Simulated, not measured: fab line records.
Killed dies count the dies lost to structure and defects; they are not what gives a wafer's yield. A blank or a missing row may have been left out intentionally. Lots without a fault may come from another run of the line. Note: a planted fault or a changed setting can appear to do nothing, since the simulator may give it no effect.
The tool behind it: which one? + flow berkeley_cmos170 + 21 wafers from 7 lots sampled at 2 of the route's 331 steps

WHAT THE GAUGES READ, wafer by wafer
UCB170_PWELL_THK_MEAS_06.
| lot  | measured    | on            | PWELL_NITRIDE_THK (nm) |
|------|-------------|---------------|------------------------|
| L125 | day 3 21:43 | film_metro-02 | 219.7 219.8 219.5      |
| L127 | day 4 05:30 | film_metro-02 | 217.5 217.3 217.7      |
| L129 | day 4 09:58 | film_metro-04 | 219.7 219.3 221.1      |
| L131 | day 5 00:55 | film_metro-04 | 218.4 218.9 218.9      |
| L135 | day 5 17:55 | film_metro-04 | 216.0 215.8 216.7      |
| L139 | day 6 17:37 | film_metro-01 | 217.5 218.4 217.3      |
| L146 | day 8 07:54 | film_metro-01 | 221.6 221.3 223.8      |

WHAT TOOL EACH LOT RAN ON (gives the tool, then ch and the chambers of the sampled wafers, and finally the start)
| lot  | UCB170_ZERO_ETCH_06               |
|------|-----------------------------------|
| L125 | rie_diel-01 ch 1,2, day 2 08:25   |
| L127 | rie_diel-04 ch 0,1, day 2 18:28   |
| L129 | rie_diel-03 ch 1,3, day 3 04:14   |
| L131 | rie_diel-03 ch 0,2,3, day 3 17:06 |
| L135 | rie_diel-01 ch 0,1,2, day 4 06:37 |
| L139 | rie_diel-01 ch 1,2,3, day 5 08:17 |
| L146 | rie_diel-04 ch 0,1,2, day 6 19:33 |
- UCB170_ZERO_ETCH_06: etches SiO2 in CHF3/CF4/Ar, time 12 s.

THE ANSWER, worked out from the rows above alone
Rule: usual is defined by the lots themselves. The widest of any qualifying gaps counts: lots, ordered by their means at a reading, are off when they make up no more than a third of the lots, leave a main group of 4 or more, and stand apart from it by 3 or more times the standard deviation of that group's means. If all means in a main group match to the digits the tables above print for the reading, that group is not used. A lot without any number at a reading at which 4 lots or more have one is off too. Where the step has rows for the other lots, those lots are counted as sound.
Nothing can be told from this: no lot is off at any reading shown.

WHAT THE SIMULATOR HAD PUT IN
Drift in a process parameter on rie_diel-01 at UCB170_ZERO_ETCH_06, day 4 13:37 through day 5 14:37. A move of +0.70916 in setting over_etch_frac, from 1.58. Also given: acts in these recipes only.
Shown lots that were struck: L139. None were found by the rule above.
